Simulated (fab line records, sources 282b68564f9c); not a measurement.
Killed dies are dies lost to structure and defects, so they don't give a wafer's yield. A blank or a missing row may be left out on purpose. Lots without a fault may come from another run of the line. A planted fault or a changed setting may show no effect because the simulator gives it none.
fab line records | flow rit_cmos
record lots=13 wafers=39 last_day=8
route steps=202 shown PSD@148 CONTACT@168 M1@184
lots that met no fault: from a run of the same line without faults
start_h: hours from the record's first day to the start of the lot's first wafer shown | wait_h: hours since the lot's step before | " the same as in the row above | L1.1+2: a row that stands for several wafers | - no value, or no start given | * or withheld: withheld | < > ~ a bound
route shown NAME@n: a module of which the file shows steps, and the number in the route of the first | usual: mean/standard deviation of fault-free wafers | same: alike in all rows | chamber/n: place in a boat | sites: the reading at each site | _std_site: their standard deviation | _edge_site: outer sites' mean less inner sites' | radius_mm: how far each site lies from the wafer's centre | mask NAME#n: copy n | behind: the tool/chamber that last shaped the wafer | hold: why the lot was held/for how many hours/how that ended | device: the transistor (n, p or np) that didn't switch | end of line: the same wafers' tests at the end of the route | a step without rows: its recipe alone | killed: dies lost to structure and defects at the first sort, not the wafer's yield | map: a wafer's dies, x killed, . not, _ none there
set.NAME: the setting as run; set.NAME@STEP: as run at that earlier step | model.NAME: the simulator's own value behind a step, which no gauge read
steps of the route over a sample of lots; a table a step, a row a wafer
services: from which hour (start_h, from the record's first day; less than 0 if before it) a tool's chamber was out of use, for how many hours, and why
## steps
# step RIT_PSD_OVL_MEAS_06
# usual PSD_OVL=-0.3/1.3
# columns lot.wafer tool chamber start_h wait_h PSD_OVL[nm]
L979.2 overlay-01 - 59.03 - 1.0
L979.4 " - " " 0.3
L979.6 " - " " -0.3
L980.1 overlay-01 - 63.35 - -0.8
L980.3 " - " " -1.5
L980.4 " - " " -0.1
L981.1 overlay-02 - 67.69 - 0.5
L981.3 " - " " -1.1
L981.5 " - " " -1.8
L983.1 overlay-01 - 80.25 - 0.1
L983.2 " - " " -1.2
L983.5 " - " " -0.6
L984.2 overlay-01 - 84.51 - -1.2
L984.3 " - " " 2.0
L984.5 " - " " 0.8
L985.1 overlay-01 - 88.91 - -0.5
L985.4 " - " " -0.6
L985.5 " - " " 0.6
L995.4 overlay-02 - 133.84 - 1.5
L995.5 " - " " 0.8
L995.6 " - " " 0.1
L998.1 overlay-02 - 148.04 - -0.7
L998.2 " - " " -0.4
L998.3 " - " " -0.7
L997.1 overlay-02 - 150.66 - -1.3
L997.3 " - " " -0.1
L997.5 " - " " 0.0
L999.2 overlay-02 - 171.04 - 0.3
L999.3 " - " " 1.0
L999.5 " - " " 0.9
L101.4 overlay-02 - 171.33 - 1.6
L101.5 " - " " 0.3
L101.6 " - " " -0.5
L100.2 overlay-01 - 171.61 - -3.1
L100.4 " - " " -0.8
L100.5 " - " " -2.0
L102.2 overlay-02 - 178.77 - -2.0
L102.3 " - " " -2.0
L102.4 " - " " -2.5
# step RIT_PSD_STRIP_09
# recipe chemistry=O2 time_s=180 resist=NOVOLAK platen_temp_c=withheld power_w=500 pressure_mtorr=4000 o2_flow_sccm=4000
# usual drypump_motor_current_A=6.0/0.42
# columns lot.wafer tool chamber start_h wait_h drypump_motor_current_A rf_hours_counter_h
L979.2 plasma_asher-03 1 59.36 0.1 6.4 40
L979.4 " 1 " " 6.4 -
L979.6 " 1 " " 6.5 -
L980.1 plasma_asher-03 0 63.69 0.1 5.6 41
L980.3 " 1 " " 6.4 -
L980.4 " 0 " " 5.6 -
L981.1 plasma_asher-04 0 68.03 0.1 6.2 42
L981.3 " 1 " " 6.0 -
L981.5 " 1 " " 6.1 -
L983.1 plasma_asher-04 0 80.59 0.1 6.3 43
L983.2 " 1 " " 6.1 43
L983.5 " 1 " " 6.1 -
L984.2 plasma_asher-04 0 84.84 0.1 6.3 44
L984.3 " 1 " " 6.0 -
L984.5 " 0 " " 6.3 -
L985.1 plasma_asher-04 0 89.24 0.1 6.2 44
L985.4 " 0 " " 6.3 -
L985.5 " 0 " " 6.2 -
L995.4 plasma_asher-04 0 134.25 0.1 6.3 -
L995.5 " 1 " " 6.0 -
L995.6 " 0 " " 6.3 -
L998.1 plasma_asher-03 1 148.38 0.1 6.4 51
L998.2 " 0 " " 5.5 51
L998.3 " 0 " " 5.5 -
L997.1 plasma_asher-04 0 151.00 0.1 6.3 3
L997.3 " 1 " " 6.1 -
L997.5 " 1 " " 6.1 -
L999.2 plasma_asher-03 1 171.45 0.1 6.4 52
L999.3 " 1 " " 6.4 -
L999.5 " 1 " " 6.4 -
L101.4 plasma_asher-04 0 171.89 0.1 6.2 -
L101.5 " 0 " " 6.2 -
L101.6 " 1 " " 6.0 -
L100.2 plasma_asher-02 1 171.94 0.1 4.9 50
L100.4 " 1 " " 4.9 -
L100.5 " 1 " " 4.9 -
L102.2 plasma_asher-04 1 179.10 0.1 6.1 6
L102.3 " 0 " " 6.3 -
L102.4 " 1 " " 6.0 -
# step RIT_CONTACT_CVD_00
# recipe material=SiO2 target_thk_nm=400 precursor=TEOS temp_c=390 time_s=61 rf_w=400
# usual heater_power_w=318/43
# columns lot.wafer tool chamber start_h wait_h heater_power_w
L979.2 pecvd-03 2 61.02 0.0 361
L979.4 " 2 " " 353
L979.6 " 0 " " 282
L980.1 pecvd-04 0 65.35 0.1 356
L980.3 " 1 " " 271
L980.4 " 2 " " 321
L981.1 pecvd-02 1 69.69 0.1 247
L981.3 " 2 " " 258
L981.5 " 1 " " 258
L983.1 pecvd-04 2 82.30 0.1 335
L983.2 " 1 " " 325
L983.5 " 1 " " 338
L984.2 pecvd-02 1 86.51 0.0 269
L984.3 " 0 " " 291
L984.5 " 1 " " 275
L985.1 pecvd-03 2 90.92 0.1 274
L985.4 " 0 " " 330
L985.5 " 1 " " 291
L995.4 pecvd-04 2 135.99 0.0 289
L995.5 " 0 " " 384
L995.6 " 1 " " 286
L998.1 pecvd-02 2 150.10 0.1 294
L998.2 " 0 " " 353
L998.3 " 1 " " 257
L997.1 pecvd-04 1 152.69 0.1 249
L997.3 " 2 " " 362
L997.5 " 1 " " 264
L999.2 pecvd-03 2 173.11 0.0 324
L999.3 " 0 " " 342
L999.5 " 0 " " 342
L101.4 pecvd-02 0 173.52 0.0 350
L101.5 " 1 " " 303
L101.6 " 2 " " 308
L100.2 pecvd-04 1 173.68 0.0 273
L100.4 " 2 " " 343
L100.5 " 0 " " 430
L102.2 pecvd-03 0 180.80 0.0 272
L102.3 " 1 " " 248
L102.4 " 1 " " 265
# step RIT_M1_SPUTTER_00
# recipe material=Al target_thk_nm=400 power_w=2000 chamber_pressure_pa=0.4 gas=Ar time_s=500 substrate_temp_c=25
# usual throttle_valve_pct=29.8/0.87
# columns lot.wafer tool chamber start_h wait_h throttle_valve_pct
L979.2 pvd_sputter-04 - 63.26 0.0 28.7
L979.4 " - " " 28.1
L979.6 " - " " 28.1
L980.1 pvd_sputter-01 - 67.77 0.0 29.4
L980.3 " - " " 30.3
L980.4 " - " " 30.3
L981.1 pvd_sputter-04 - 72.03 0.0 30.3
L981.3 " - " " 29.9
L981.5 " - " " 30.6
L983.1 pvd_sputter-01 - 84.52 0.0 30.1
L983.2 " - " " 30.7
L983.5 " - " " 30.8
L984.2 pvd_sputter-04 - 89.15 0.0 28.3
L984.3 " - " " 30.2
L984.5 " - " " 28.1
L985.1 pvd_sputter-01 - 93.33 0.0 29.6
L985.4 " - " " 30.2
L985.5 " - " " 30.8
L995.4 pvd_sputter-04 - 138.18 0.0 29.4
L995.5 " - " " 28.1
L995.6 " - " " 29.8
L998.1 pvd_sputter-04 - 152.33 0.0 28.3
L998.2 " - " " 30.3
L998.3 " - " " 29.5
L997.1 pvd_sputter-01 - 155.04 0.0 30.1
L997.3 " - " " 31.0
L997.5 " - " " 30.4
L999.2 pvd_sputter-01 - 175.79 0.0 30.3
L999.3 " - " " 30.3
L999.5 " - " " 30.7
L101.4 pvd_sputter-03 - 176.30 0.0 29.0
L101.5 " - " " 30.9
L101.6 " - " " 29.3
L100.2 pvd_sputter-04 - 176.44 0.0 29.6
L100.4 " - " " 28.5
L100.5 " - " " 28.5
L102.2 pvd_sputter-01 - 183.19 0.0 31.0
L102.3 " - " " 30.2
L102.4 " - " " 30.3
# step RIT_M1_RS_MEAS_01
# recipe thk_meas_gauge=four-point-probe reads=Al_of_M1_SPUTTER_00
# usual M1_AL_RS=0.0740/0.00075
# columns lot.wafer tool chamber start_h wait_h hold M1_AL_RS[ohm/sq]
L979.2 film_metro-01 - 63.57 0.2 - 0.0747
L979.4 " - " " - 0.0746
L979.6 " - " " - 0.0747
L980.1 film_metro-02 - 68.06 0.1 - 0.0735
L980.3 " - " " - 0.0748
L980.4 " - " " - 0.0749
L981.1 film_metro-04 - 72.33 0.1 - 0.0730
L981.3 " - " " - 0.0736
L981.5 " - " " - 0.0737
L983.1 film_metro-02 - 84.81 0.1 await_dispo/0.2h/release 0.1054
L983.2 " - " " await_dispo/0.2h/release 0.0735
L983.5 " - " " await_dispo/0.2h/release 0.0732
L983.1 film_metro-02 - 85.10 0.3 - 0.1053
L983.2 " - " " - 0.0735
L983.5 " - " " - 0.0733
L984.2 film_metro-02 - 89.46 0.2 - 0.0751
L984.3 " - " " - 0.0750
L984.5 " - " " - 0.0746
L985.1 film_metro-04 - 93.62 0.1 await_dispo/0.2h/release 0.0729
L985.4 " - " " await_dispo/0.2h/release 0.1074
L985.5 " - " " await_dispo/0.2h/release 0.0747
L985.1 film_metro-04 - 93.91 0.3 - 0.0728
L985.4 " - " " - 0.1076
L985.5 " - " " - 0.0746
L995.4 film_metro-01 - 138.54 0.2 - 0.0754
L995.5 " - " " - 0.0755
L995.6 " - " " - 0.0744
L998.1 film_metro-01 - 152.63 0.1 - 0.0746
L998.2 " - " " - 0.0739
L998.3 " - " " - 0.0748
L997.1 film_metro-01 - 155.33 0.1 - 0.0746
L997.3 " - " " - 0.0742
L997.5 " - " " - 0.0746
L999.2 film_metro-01 - 176.11 0.2 - 0.0733
L999.3 " - " " - 0.0740
L999.5 " - " " - 0.0733
L101.4 film_metro-04 - 176.65 0.2 - 0.0739
L101.5 " - " " - 0.0732
L101.6 " - " " - 0.0739
L100.2 film_metro-02 - 176.75 0.2 - 0.0740
L100.4 " - " " - 0.0745
L100.5 " - " " - 0.0737
L102.2 film_metro-01 - 183.50 0.2 - 0.0738
L102.3 " - " " - 0.0744
L102.4 " - " " - 0.0749
# step RIT_M1_THK_MEAS_02
# recipe thk_meas_gauge=xrf reads=Al_of_M1_SPUTTER_00
# usual M1_AL_THK=404/4.9
# columns lot.wafer tool chamber start_h wait_h hold M1_AL_THK[nm]
L979.2 film_metro-01 - 63.68 0.1 - 398
L979.4 " - " " - 401
L979.6 " - " " - 397
L980.1 film_metro-02 - 68.18 0.1 - 407
L980.3 " - " " - 404
L980.4 " - " " - 402
L981.1 film_metro-04 - 72.45 0.1 - 410
L981.3 " - " " - 406
L981.5 " - " " - 405
L984.2 film_metro-02 - 89.57 0.1 - 403
L984.3 " - " " - 401
L984.5 " - " " - 403
L983.1 film_metro-02 - 92.78 7.7 await_dispo/0.2h/release 289
L983.2 " - " " await_dispo/0.2h/release 409
L983.5 " - " " await_dispo/0.2h/release 410
L983.1 film_metro-02 - 93.01 0.2 - 289
L983.2 " - " " - 410
L983.5 " - " " - 409
L985.1 film_metro-04 - 96.49 2.6 await_dispo/0.2h/release 411
L985.4 " - " " await_dispo/0.2h/release 282
L985.5 " - " " await_dispo/0.2h/release 402
L985.1 film_metro-04 - 96.71 0.2 - 413
L985.4 " - " " - 280
L985.5 " - " " - 401
L995.4 film_metro-01 - 138.63 0.1 - 397
L995.5 " - " " - 395
L995.6 " - " " - 398
L998.1 film_metro-01 - 152.75 0.1 - 400
L998.2 " - " " - 399
L998.3 " - " " - 396
L997.1 film_metro-01 - 155.45 0.1 - 399
L997.3 " - " " - 402
L997.5 " - " " - 399
L999.2 film_metro-01 - 176.22 0.1 - 403
L999.3 " - " " - 401
L999.5 " - " " - 403
L101.4 film_metro-04 - 176.74 0.1 - 403
L101.5 " - " " - 406
L101.6 " - " " - 404
L100.2 film_metro-02 - 176.86 0.1 - 405
L100.4 " - " " - 403
L100.5 " - " " - 407
L102.2 film_metro-01 - 183.61 0.1 - 403
L102.3 " - " " - 396
L102.4 " - " " - 393
# step RIT_M1_METAL_ETCH_12
# recipe stop_on=SiO2 chemistry=Cl2/BCl3 target=Al time_s=165 over_etch_frac=0.5 pressure_mtorr=100 target_depth_a=6000 rf_w=250 Cl2_flow_sccm=60 bcl3_flow_sccm=50
# usual drypump_motor_current_A=5.7/0.53 oes_product_au=0.775/0.011 throttle_valve_pct=8.40/0.12
# same over_etch_frac=0.5
# columns lot.wafer tool chamber start_h wait_h drypump_motor_current_A oes_product_au rf_hours_counter_h throttle_valve_pct
L979.2 rie_metal-02 1 65.16 0.2 6.4 0.773 1 8.42
L979.4 " 1 " " 6.4 0.781 - 8.40
L979.6 " 1 " " 6.4 0.785 - 8.42
L980.1 rie_metal-04 1 69.53 0.2 4.9 0.769 30 8.23
L980.3 " 1 " " 4.9 0.765 - 8.25
L980.4 " 1 " " 4.9 0.761 - 8.25
L981.1 rie_metal-01 0 73.79 0.2 5.5 0.785 4 8.29
L981.3 " 0 " " 5.5 0.771 - 8.28
L981.5 " 0 " " 5.6 0.773 - 8.25
L984.2 rie_metal-01 0 91.04 0.2 5.6 0.764 4 8.29
L984.3 " 1 " " 6.2 0.770 - 8.56
L984.5 " 1 " " 6.3 0.757 - 8.59
L983.1 rie_metal-04 0 95.98 0.2 5.2 0.653 39 8.43
L983.2 " 1 " " 4.9 0.769 31 8.22
L983.5 " 1 " " 4.9 0.763 - 8.25
L985.1 rie_metal-02 1 100.67 0.2 6.4 0.794 1 8.41
L985.4 " 1 " " 6.4 0.650 - 8.43
L985.5 " 0 " " 5.8 0.773 - 8.53
L995.4 rie_metal-01 0 140.12 0.1 5.6 0.770 - 8.29
L995.5 " 1 " " 6.2 0.764 - 8.56
L995.6 " 0 " " 5.6 0.772 - 8.27
L998.1 rie_metal-01 0 154.22 0.2 5.6 0.766 5 8.30
L998.2 " 1 " " 6.3 0.773 5 8.55
L998.3 " 0 " " 5.6 0.766 - 8.29
L997.1 rie_metal-04 1 156.92 0.2 4.9 0.759 0 8.23
L997.3 " 1 " " 4.8 0.748 - 8.24
L997.5 " 1 " " 4.9 0.753 - 8.24
L999.2 rie_metal-02 1 177.63 0.2 6.4 0.793 2 8.40
L999.3 " 1 " " 6.4 0.797 - 8.41
L999.5 " 1 " " 6.4 0.791 - 8.40
L101.4 rie_metal-01 1 178.37 0.1 6.2 0.766 - 8.56
L101.5 " 1 " " 6.3 0.777 - 8.55
L101.6 " 0 " " 5.6 0.774 - 8.29
L100.2 rie_metal-04 0 178.57 0.2 5.2 0.798 - 8.40
L100.4 " 0 " " 5.2 0.784 - 8.40
L100.5 " 0 " " 5.2 0.790 - 8.41
L102.2 rie_metal-02 1 185.69 0.2 6.4 0.787 2 8.42
L102.3 " 0 " " 5.7 0.760 - 8.54
L102.4 " 1 " " 6.4 0.784 - 8.38
# step RIT_M1_PROBE_99
# usual defect_limited_yield=97.6/1 killed_at_M0_to_M3=0.0/0.083 killed_at_contacts=0.1/0.23 killed_at_front_end=6.2/2.8 killed_dies=6.3/2.7 killed_open=3.1/2 killed_short=3.2/1.8 sort_bin_3_pad_short=0.1/0.18 sort_bin_5_function=1.3/0.73 sort_bin_6_memory=1.0/0.62 sort_n_pass=257.7/2.7 sort_yield_pct=97.6/1
# same gross_dies=264 killed_at_M4_up=0 killed_at_back_side=0 killed_at_other=0
# columns lot.wafer tool chamber start_h wait_h hold defect_limited_yield[%] killed_at_M0_to_M3 killed_at_contacts killed_at_front_end killed_dies killed_open killed_short sort_bin_3_pad_short[%] sort_bin_5_function[%] sort_bin_6_memory[%] sort_n_pass sort_yield_pct[%]
L979.2 prober-02 - 67.46 0.1 - 97.3 0 0 7 7 4 3 0 0.8 1.9 257.0 97.3
L979.4 prober-02 - 67.56 0.2 - 97.0 0 0 8 8 4 4 0 1.5 1.5 256.0 97.0
L979.6 prober-02 - 67.66 0.2 - 97.0 0 0 8 8 6 2 0.4 1.9 0.8 256.0 97.0
L980.1 prober-01 - 71.94 0.1 - 99.2 0 0 2 2 1 1 0 0.8 0 262.0 99.2
L980.3 prober-01 - 72.04 0.2 - 97.7 0 0 6 6 3 3 0 0.8 1.5 258.0 97.7
L980.4 prober-01 - 72.09 0.2 - 98.1 0 0 5 5 2 3 0 1.5 0.4 259.0 98.1
L981.1 prober-02 - 76.05 0.1 - 97.7 0 0 6 6 3 3 0.4 1.1 0.8 258.0 97.7
L981.3 prober-02 - 76.15 0.2 - 98.9 0 0 3 3 2 1 0 0.4 0.8 261.0 98.9
L981.5 prober-02 - 76.25 0.2 - 97.7 0 0 6 6 3 3 0 1.1 1.1 258.0 97.7
L984.2 prober-01 - 93.55 0.1 - 95.8 0 0 11 11 4 7 0 1.9 2.3 253.0 95.8
L984.3 prober-01 - 93.60 0.2 - 97.3 0 0 7 7 3 4 0.4 0.8 1.5 257.0 97.3
L984.5 prober-01 - 93.70 0.2 - 99.2 0 0 2 2 1 1 0 0.8 0 262.0 99.2
L983.1 prober-02 - 100.71 2.3 await_dispo/2.2h/release 97.0 0 0 8 8 1 7 0.4 1.1 1.5 256.0 97.0
L983.2 prober-02 - 100.76 2.3 await_dispo/2.2h/release 98.1 0 0 5 5 2 3 0 1.1 0.8 259.0 98.1
L983.5 prober-02 - 100.91 2.4 await_dispo/2.2h/release 97.3 0 0 7 7 4 3 0 1.5 1.1 257.0 97.3
L985.1 prober-02 - 107.08 3.9 await_dispo/3.8h/release 99.2 1 0 1 2 1 1 0 0.4 0.4 262.0 99.2
L985.4 prober-02 - 107.23 4.0 await_dispo/3.8h/release 96.2 0 0 10 10 6 4 0 3.0 0.8 254.0 96.2
L985.5 prober-02 - 107.28 4.1 await_dispo/3.8h/release 98.1 0 0 5 5 3 2 0 1.1 0.8 259.0 98.1
L995.4 prober-01 - 142.54 0.2 - 95.5 0 0 12 12 4 8 0 3.0 1.5 252.0 95.5
L995.5 prober-01 - 142.59 0.2 - 96.6 0 1 8 9 6 3 0.4 1.5 1.5 255.0 96.6
L995.6 prober-01 - 142.64 0.2 - 96.2 0 0 10 10 6 4 0 1.1 2.7 254.0 96.2
L998.1 prober-01 - 156.49 0.1 - 96.2 0 0 10 10 5 5 0 1.5 2.3 254.0 96.2
L998.2 prober-01 - 156.54 0.1 - 97.3 0 0 7 7 5 2 0 0.8 1.9 257.0 97.3
L998.3 prober-01 - 156.59 0.2 - 96.6 0 0 9 9 4 5 0 1.9 1.5 255.0 96.6
L997.1 prober-02 - 159.19 0.1 - 98.5 0 0 4 4 2 2 0 0.8 0.8 260.0 98.5
L997.3 prober-02 - 159.29 0.2 - 99.2 0 0 2 2 2 0 0 0.4 0.4 262.0 99.2
L997.5 prober-02 - 159.39 0.2 - 97.3 0 0 7 7 4 3 0.4 1.5 0.8 257.0 97.3
L999.2 prober-01 - 179.95 0.1 - 98.9 0 0 3 3 2 1 0 0.8 0.4 261.0 98.9
L999.3 prober-01 - 180.00 0.2 - 98.5 0 1 3 4 2 2 0 0.4 1.1 260.0 98.5
L999.5 prober-01 - 180.10 0.2 - 97.3 0 0 7 7 4 3 0.4 1.1 1.1 257.0 97.3
L100.2 prober-01 - 181.45 0.1 - 97.3 0 0 7 7 2 5 0 2.3 0.4 257.0 97.3
L100.4 prober-01 - 181.55 0.2 - 97.0 0 0 8 8 1 7 0.4 1.5 1.1 256.0 97.0
L100.5 prober-01 - 181.60 0.2 - 97.0 0 0 8 8 5 3 0 2.3 0.8 256.0 97.0
L101.4 prober-02 - 181.55 0.2 - 98.1 0 0 5 5 3 2 0.4 0.4 1.1 259.0 98.1
L101.5 prober-02 - 181.60 0.2 - 96.2 0 0 10 10 6 4 0.4 1.9 1.5 254.0 96.2
L101.6 prober-02 - 181.65 0.2 - 99.2 0 0 2 2 1 1 0 0 0.8 262.0 99.2
L102.2 prober-02 - 188.00 0.1 - 97.3 0 0 7 7 3 4 0 2.3 0.4 257.0 97.3
L102.3 prober-02 - 188.05 0.2 - 99.2 0 0 2 2 1 1 0 0 0.8 262.0 99.2
L102.4 prober-02 - 188.10 0.2 - 98.1 0 0 5 5 3 2 0.4 0.8 0.8 259.0 98.1
# killed by level:class
L979.2 GATE:geometric_particle:open=2 SILICIDE:geometric_particle:short=2 FOX1:geometric_particle:open=1 FOX2:geometric_particle:open=1 REOX:geometric_particle:short=1
L979.4 FOX1:geometric_particle:open=2 REOX:geometric_particle:short=2 GATE:geometric_particle:short=1 GATE:geometric_particle:open=1 REOX:geometric_particle:open=1 SPACER:geometric_particle:short=1
L979.6 FOX1:geometric_particle:open=2 REOX:geometric_particle:open=2 GATE:geometric_particle:open=1 GATE:geometric_particle:short=1 REOX:geometric_particle:short=1 SPACER:geometric_particle:open=1
L980.1 FOX2:geometric_particle:open=1 SILICIDE:geometric_particle:short=1
L980.3 REOX:geometric_particle:open=2 REOX:geometric_particle:short=1 SPACER:geometric_particle:open=1 SPACER:geometric_particle:short=1 SILICIDE:geometric_particle:short=1
L980.4 GATE:geometric_particle:short=2 REOX:geometric_particle:open=1 SPACER:geometric_particle:short=1 SPACER:geometric_particle:open=1
L981.1 REOX:geometric_particle:open=2 FOX2:geometric_particle:short=1 GATE:geometric_particle:open=1 GATE:geometric_particle:short=1 SILICIDE:geometric_particle:short=1
L981.3 FOX1:geometric_particle:open=2 GATE:geometric_particle:short=1
L981.5 FOX1:geometric_particle:open=3 FOX1:geometric_particle:short=1 FOX2:geometric_particle:short=1 REOX:geometric_particle:short=1
L984.2 GATE:geometric_particle:open=3 GATE:geometric_particle:short=2 SPACER:geometric_particle:short=2 SILICIDE:geometric_particle:short=2 FOX1:geometric_particle:open=1 FOX1:geometric_particle:short=1
L984.3 SILICIDE:geometric_particle:open=2 FOX1:geometric_particle:short=1 FOX2:geometric_particle:short=1 SILICIDE:geometric_particle:short=1 GATE:geometric_particle:open=1 SPACER:geometric_particle:short=1
L984.5 REOX:geometric_particle:open=1 SPACER:geometric_particle:short=1
L983.1 FOX1:geometric_particle:short=3 GATE:geometric_particle:short=3 ACTIVE:geometric_particle:short=1 GATE:geometric_particle:open=1
L983.2 GATE:geometric_particle:short=2 FOX1:geometric_particle:short=1 GATE:geometric_particle:open=1 SPACER:geometric_particle:open=1
L983.5 FOX1:geometric_particle:short=2 GATE:geometric_particle:open=2 FOX1:geometric_particle:open=1 GATE:geometric_particle:short=1 SPACER:geometric_particle:open=1
L985.1 REOX:geometric_particle:open=1 M1:geometric_particle:short=1
L985.4 REOX:geometric_particle:open=3 GATE:geometric_particle:open=2 SILICIDE:geometric_particle:short=2 FOX1:geometric_particle:short=1 FOX1:geometric_particle:open=1 REOX:geometric_particle:short=1
L985.5 GATE:geometric_particle:short=2 FOX1:geometric_particle:open=1 GATE:geometric_particle:open=1 REOX:geometric_particle:open=1
L995.4 GATE:geometric_particle:short=4 FOX2:geometric_particle:short=2 SILICIDE:geometric_particle:open=2 FOX1:geometric_particle:short=1 FOX2:geometric_particle:open=1 REOX:geometric_particle:open=1 SILICIDE:geometric_particle:short=1
L995.5 GATE:geometric_particle:open=3 SPACER:geometric_particle:open=3 GATE:geometric_particle:short=1 SPACER:geometric_particle:short=1 CONTACT:geometric_particle:short=1
L995.6 GATE:geometric_particle:open=3 SILICIDE:geometric_particle:open=3 GATE:geometric_particle:short=2 REOX:geometric_particle:short=1 SILICIDE:geometric_particle:short=1
L998.1 GATE:geometric_particle:short=4 GATE:geometric_particle:open=3 FOX1:geometric_particle:short=1 FOX1:geometric_particle:open=1 SPACER:geometric_particle:open=1
L998.2 SPACER:geometric_particle:open=2 SILICIDE:geometric_particle:open=2 FOX1:geometric_particle:short=1 FOX1:geometric_particle:open=1 GATE:geometric_particle:short=1
L998.3 GATE:geometric_particle:short=4 GATE:geometric_particle:open=3 FOX1:geometric_particle:short=1 SPACER:geometric_particle:open=1
L997.1 GATE:geometric_particle:open=2 FOX1:geometric_particle:short=1 REOX:geometric_particle:short=1
L997.3 REOX:geometric_particle:open=2
L997.5 GATE:geometric_particle:open=2 FOX1:geometric_particle:short=1 FOX2:geometric_particle:short=1 FOX2:geometric_particle:open=1 GATE:geometric_particle:short=1 SILICIDE:geometric_particle:open=1
L999.2 FOX1:geometric_particle:short=1 REOX:geometric_particle:open=1 SPACER:geometric_particle:open=1
L999.3 GATE:geometric_particle:short=2 SPACER:geometric_particle:open=1 CONTACT:geometric_particle:open=1
L999.5 FOX1:geometric_particle:short=2 SPACER:geometric_particle:open=2 FOX2:geometric_particle:open=1 GATE:geometric_particle:open=1 GATE:geometric_particle:short=1
L100.2 FOX2:geometric_particle:open=2 FOX1:geometric_particle:short=1 FOX2:geometric_particle:short=1 GATE:geometric_particle:short=1 REOX:geometric_particle:short=1 SPACER:geometric_particle:short=1
L100.4 GATE:geometric_particle:short=3 SILICIDE:geometric_particle:short=2 FOX2:geometric_particle:short=1 SPACER:geometric_particle:short=1 SPACER:geometric_particle:open=1
L101.4 REOX:geometric_particle:open=2 FOX1:geometric_particle:open=1 SPACER:geometric_particle:short=1 SILICIDE:geometric_particle:short=1
L100.5 GATE:geometric_particle:open=3 FOX2:geometric_particle:open=2 REOX:geometric_particle:short=2 GATE:geometric_particle:short=1
L101.5 REOX:geometric_particle:open=5 SPACER:geometric_particle:short=3 REOX:geometric_particle:short=1 SPACER:geometric_particle:open=1
L101.6 REOX:geometric_particle:short=1 SILICIDE:geometric_particle:open=1
L102.2 GATE:geometric_particle:short=2 REOX:geometric_particle:open=2 ACTIVE:geometric_particle:short=1 SPACER:geometric_particle:open=1 SILICIDE:geometric_particle:short=1
L102.3 FOX2:geometric_particle:short=1 GATE:geometric_particle:open=1
L102.4 GATE:geometric_particle:short=2 FOX1:geometric_particle:open=1 FOX2:geometric_particle:open=1 SILICIDE:geometric_particle:open=1
## services
# columns tool chamber start_h hours kind
plasma_asher-04 - 45.85 1.2 repair
pvd_sputter-01 - 51.14 2.0 repair
rie_metal-04 0 57.60 16.7 repair
rie_metal-02 0 66.56 4.9 repair
pvd_sputter-03 - 72.33 36.9 repair
pecvd-04 - 83.96 2.8 pm
pecvd-02 - 97.82 2.8 pm
pvd_sputter-01 - 99.46 6.6 repair
rie_metal-04 0 101.85 2.4 repair
plasma_asher-04 - 108.75 9.0 pm
plasma_asher-04 0 108.75 9.0 vent_cycle
plasma_asher-04 1 108.75 9.0 vent_cycle
pecvd-02 0 112.86 5.2 repair
pvd_sputter-01 - 115.72 1.0 repair
plasma_asher-04 0 117.75 - clean
plasma_asher-04 1 117.75 - clean
rie_metal-04 - 136.12 20.0 pm
rie_metal-04 0 136.12 20.0 vent_cycle
rie_metal-04 1 136.12 20.0 vent_cycle
rie_metal-04 0 156.12 - clean
rie_metal-04 1 156.12 - clean
pecvd-02 0 162.83 6.5 repair
rie_metal-04 1 164.06 16.1 repair
rie_metal-04 0 168.38 2.7 repair
## key
first_sign step=RIT_M1_RS_MEAS_01 reading=visit direction=added
effect step=RIT_M1_RS_MEAS_01 reading=M1_AL_RS direction=up sigmas=43 usual=0.0740 struck=0.1064
effect step=RIT_M1_THK_MEAS_02 reading=visit direction=added
effect step=RIT_M1_THK_MEAS_02 reading=M1_AL_THK direction=down sigmas=24 usual=404 struck=286
effect step=RIT_M1_METAL_ETCH_12 reading=oes_product_au direction=down sigmas=11 usual=0.775 struck=0.651
met_at RIT_M1_SPUTTER_00
struck_lots L983,L985
struck_wafers L983.1,L985.4
not_acting_at RIT_PSD_OVL_MEAS_06,RIT_PSD_STRIP_09,RIT_CONTACT_CVD_00
onset_between 67.77 84.52
fault kind=process_parameter_drift tool=pvd_sputter-01 chamber=- onset_h=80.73 steps=RIT_M1_SPUTTER_00 channel=time_s offset=* shape=step end_h=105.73 stated=* scope=struck_wafers_only
